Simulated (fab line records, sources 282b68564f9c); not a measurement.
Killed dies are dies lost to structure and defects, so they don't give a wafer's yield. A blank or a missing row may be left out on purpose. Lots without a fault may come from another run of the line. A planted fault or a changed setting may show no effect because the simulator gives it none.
Which tool did it? | flow rit_cmos | 13 lots, 39 wafers sampled, at 5 steps of a route of 202

WHAT THE GAUGES READ, wafer by wafer
The record holds no reading of a measuring or inspecting step that can be judged against a usual standard deviation.

WHICH TOOL RAN EACH LOT (tool, then ch and the chambers of the sampled wafers, then the start)
lot  | RIT_PLDD_STRIP_09                   | RIT_CONTACT_STRIP_12                | RIT_M1_SPUTTER_00           | RIT_M1_STRIP_13                | RIT_M1_PROBE_99
L294 | plasma_asher-03 ch 0,1, day 3 04:50 | plasma_asher-02 ch 0,1, day 3 13:25 | pvd_sputter-02, day 3 14:04 | wet_bench-04 ch 2, day 3 16:07 | prober-01, day 3 18:12
L295 | plasma_asher-02 ch 0,1, day 3 07:02 | plasma_asher-02 ch 0,1, day 3 16:07 | pvd_sputter-01, day 3 16:48 | wet_bench-02 ch 1, day 3 18:51 | prober-02, day 3 22:12
L297 | plasma_asher-01 ch 0,1, day 3 15:08 | plasma_asher-02 ch 0,1, day 4 00:02 | pvd_sputter-01, day 4 00:42 | wet_bench-01 ch 3, day 4 02:37 | prober-01, day 4 04:47
L303 | plasma_asher-01 ch 0,1, day 4 20:24 | plasma_asher-01 ch 0,1, day 5 05:13 | pvd_sputter-01, day 5 05:52 | wet_bench-04 ch 0, day 5 07:47 | prober-01, day 5 10:15
L305 | plasma_asher-01 ch 0,1, day 5 06:45 | plasma_asher-01 ch 0,1, day 5 15:40 | pvd_sputter-02, day 5 16:20 | wet_bench-02 ch 1, day 5 18:23 | prober-01, day 5 20:30
L306 | plasma_asher-01 ch 0,1, day 5 14:36 | plasma_asher-04 ch 0, day 5 23:40   | pvd_sputter-04, day 6 00:19 | wet_bench-02 ch 0, day 6 02:31 | prober-02, day 6 04:41
L307 | plasma_asher-03 ch 0,1, day 5 19:34 | plasma_asher-01 ch 0, day 6 04:32   | pvd_sputter-01, day 6 05:12 | wet_bench-04 ch 2, day 6 07:15 | prober-01, day 6 09:20
L308 | plasma_asher-01 ch 0,1, day 5 22:28 | plasma_asher-01 ch 0,1, day 6 07:11 | pvd_sputter-04, day 6 07:51 | wet_bench-02 ch 2, day 6 09:46 | prober-02, day 6 11:54
L309 | plasma_asher-03 ch 0,1, day 6 04:06 | plasma_asher-01 ch 1, day 6 13:27   | pvd_sputter-01, day 6 14:19 | wet_bench-02 ch 1, day 6 16:14 | prober-01, day 6 18:20
L310 | plasma_asher-03 ch 0,1, day 6 09:49 | plasma_asher-02 ch 0,1, day 6 18:49 | pvd_sputter-04, day 6 19:28 | wet_bench-02 ch 2, day 6 21:32 | prober-02, day 6 23:38
L311 | plasma_asher-02 ch 0,1, day 6 13:34 | plasma_asher-02 ch 0,1, day 6 22:43 | pvd_sputter-01, day 6 23:22 | wet_bench-01 ch 2, day 7 01:17 | prober-01, day 7 03:53
L312 | plasma_asher-02 ch 0,1, day 6 19:32 | plasma_asher-02 ch 0,1, day 7 04:23 | pvd_sputter-04, day 7 05:04 | wet_bench-02 ch 1, day 7 07:06 | prober-02, day 7 09:11
L316 | plasma_asher-03 ch 0,1, day 7 14:43 | plasma_asher-02 ch 0,1, day 7 23:41 | pvd_sputter-04, day 8 00:22 | wet_bench-02 ch 0, day 8 02:22 | prober-02, day 8 04:41
- RIT_PLDD_STRIP_09: strips in O2, time 180 s.
- RIT_CONTACT_STRIP_12: strips in O2, time 180 s.
- RIT_M1_SPUTTER_00: material Al, target thk 400 nm, time 500 s.
- RIT_M1_STRIP_13: strips in nmp, time 600 s.
- RIT_M1_PROBE_99

WHAT THE TOOLS THEMSELVES READ (means of the sampled wafers that have a number; where no wafer has one, the mark that the record gives instead)
RIT_PLDD_STRIP_09.
lot  | tool            | drypump_motor_current_A (A) | o2_flow_sccm (sccm)
L294 | plasma_asher-03 | 5.9                         | 4007
L295 | plasma_asher-02 | 5.8                         | 4009
L297 | plasma_asher-01 | 4.8                         | 4001
L303 | plasma_asher-01 | 4.9                         | 4006
L305 | plasma_asher-01 | 5.0                         | 4010
L306 | plasma_asher-01 | 4.9                         | 4009
L307 | plasma_asher-03 | 5.9                         | 3992
L308 | plasma_asher-01 | 4.9                         | 4003
L309 | plasma_asher-03 | 5.9                         | 3993
L310 | plasma_asher-03 | 5.9                         | 4006
L311 | plasma_asher-02 | 5.9                         | 3993
L312 | plasma_asher-02 | 5.9                         | 3995
L316 | plasma_asher-03 | 5.9                         | 3999

RIT_CONTACT_STRIP_12.
lot  | tool            | drypump_motor_current_A (A) | o2_flow_sccm (sccm)
L294 | plasma_asher-02 | 5.9                         | 4001
L295 | plasma_asher-02 | 5.9                         | 3984
L297 | plasma_asher-02 | 5.8                         | 4005
L303 | plasma_asher-01 | 4.8                         | 3989
L305 | plasma_asher-01 | 4.8                         | 3994
L306 | plasma_asher-04 | 5.3                         | 3998
L307 | plasma_asher-01 | 4.7                         | 4003
L308 | plasma_asher-01 | 5.0                         | 4002
L309 | plasma_asher-01 | 5.2                         | 4011
L310 | plasma_asher-02 | 5.9                         | 3996
L311 | plasma_asher-02 | 5.9                         | 4001
L312 | plasma_asher-02 | 5.9                         | 3994
L316 | plasma_asher-02 | 5.8                         | 4008

RIT_M1_SPUTTER_00.
lot  | tool           | throttle_valve_pct (%)
L294 | pvd_sputter-02 | 32.2
L295 | pvd_sputter-01 | 30.0
L297 | pvd_sputter-01 | 30.1
L303 | pvd_sputter-01 | 30.2
L305 | pvd_sputter-02 | 31.0
L306 | pvd_sputter-04 | 29.5
L307 | pvd_sputter-01 | 30.3
L308 | pvd_sputter-04 | 29.6
L309 | pvd_sputter-01 | 29.4
L310 | pvd_sputter-04 | 29.5
L311 | pvd_sputter-01 | 30.1
L312 | pvd_sputter-04 | 29.7
L316 | pvd_sputter-04 | 29.4

RIT_M1_STRIP_13.
lot  | tool         | bath_heat_duty_pct (%)
L294 | wet_bench-04 | 17.8
L295 | wet_bench-02 | 17.0
L297 | wet_bench-01 | 15.7
L303 | wet_bench-04 | 18.1
L305 | wet_bench-02 | 16.4
L306 | wet_bench-02 | 18.8
L307 | wet_bench-04 | 18.5
L308 | wet_bench-02 | 16.8
L309 | wet_bench-02 | 16.3
L310 | wet_bench-02 | 17.7
L311 | wet_bench-01 | 17.3
L312 | wet_bench-02 | 16.3
L316 | wet_bench-02 | 17.8

RIT_M1_PROBE_99.
lot  | tool      | defect_limited_yield (%) | killed_at_M0_to_M3 | killed_at_contacts | killed_at_front_end | killed_dies | killed_on_rim | killed_open | killed_short | sort_bin_3_pad_short (%) | sort_bin_5_function (%) | sort_bin_6_memory (%) | sort_n_pass | sort_yield_pct (%)
L294 | prober-01 | 97.7                     | 0.0                | 0.0                | 6                   | 6           | 2.0           | 2.3         | 3.7          | 0.1                      | 1.3                     | 0.9                   | 258         | 97.7
L295 | prober-02 | 98.2                     | 0.0                | 0.0                | 5                   | 5           | 1.3           | 2.3         | 2.3          | 0.1                      | 1.0                     | 0.7                   | 259         | 98.2
L297 | prober-01 | 99.1                     | 0.0                | 0.0                | 2                   | 2           | 0.7           | 1.3         | 1.0          | 0.0                      | 0.7                     | 0.3                   | 262         | 99.1
L303 | prober-01 | 87.1                     | 27.0               | 0.0                | 7                   | 34          | 8.0           | 4.0         | 3.0          | 2.3                      | 8.7                     | 1.9                   | 230         | 87.1
L305 | prober-01 | 96.6                     | 0.0                | 0.0                | 9                   | 9           | 2.7           | 4.0         | 5.0          | 0.0                      | 2.0                     | 1.4                   | 255         | 96.6
L306 | prober-02 | 97.2                     | 0.0                | 0.0                | 7                   | 7           | 2.3           | 4.0         | 3.3          | 0.3                      | 1.2                     | 1.4                   | 257         | 97.2
L307 | prober-01 | 95.7                     | 0.0                | 0.0                | 11                  | 11          | 2.7           | 6.7         | 4.7          | 0.0                      | 2.0                     | 2.3                   | 253         | 95.7
L308 | prober-02 | 98.0                     | 0.0                | 0.3                | 5                   | 5           | 2.0           | 3.0         | 2.3          | 0.0                      | 1.1                     | 0.9                   | 259         | 98.0
L309 | prober-01 | 97.8                     | 0.0                | 0.0                | 6                   | 6           | 1.7           | 4.0         | 1.7          | 0.0                      | 1.4                     | 0.8                   | 258         | 97.8
L310 | prober-02 | 98.5                     | 0.0                | 0.0                | 4                   | 4           | 1.3           | 2.7         | 1.3          | 0.0                      | 0.6                     | 0.9                   | 260         | 98.5
L311 | prober-01 | 97.3                     | 0.0                | 0.0                | 7                   | 7           | 2.7           | 4.0         | 3.0          | 0.1                      | 1.3                     | 1.3                   | 257         | 97.3
L312 | prober-02 | 98.5                     | 0.0                | 0.0                | 4                   | 4           | 0.3           | 2.3         | 1.7          | 0.1                      | 0.9                     | 0.5                   | 260         | 98.5
L316 | prober-02 | 99.1                     | 0.0                | 0.0                | 2                   | 2           | 0.7           | 1.0         | 1.3          | 0.0                      | 0.5                     | 0.4                   | 262         | 99.1

THE ANSWER, worked out from the rows above alone
Rule: what is usual is taken from the lots themselves. Put in order of their means at a reading, lots are off if they are a third of the lots or fewer, leave a main group of 4 or more, and stand apart from it by a gap of 3 or more times the standard deviation of the main group's means; of several such gaps the widest counts. A main group whose means are all the same, to the digits that the tables above print for the reading, isn't used. A lot without any number at a reading at which 4 lots or more have one is off too. The other lots that the step has rows for count as sound. The gauges are gone through in route order, then the tools' own readings, and for those a lot's mean is taken as printed above. The first step at which some lot is off is used, and at that step the reading that is off furthest; a lot without a number counts as furthest.
Off: L303, at RIT_M1_PROBE_99 (sort_bin_3_pad_short). The main group: mean 0.1 %, standard deviation 0.086.
A tool fits if, at that step or a process step before it, it ran every lot that is off, and no sound lot after the first of them. None of those tried fits.

WHAT THE SIMULATOR HAD PUT IN
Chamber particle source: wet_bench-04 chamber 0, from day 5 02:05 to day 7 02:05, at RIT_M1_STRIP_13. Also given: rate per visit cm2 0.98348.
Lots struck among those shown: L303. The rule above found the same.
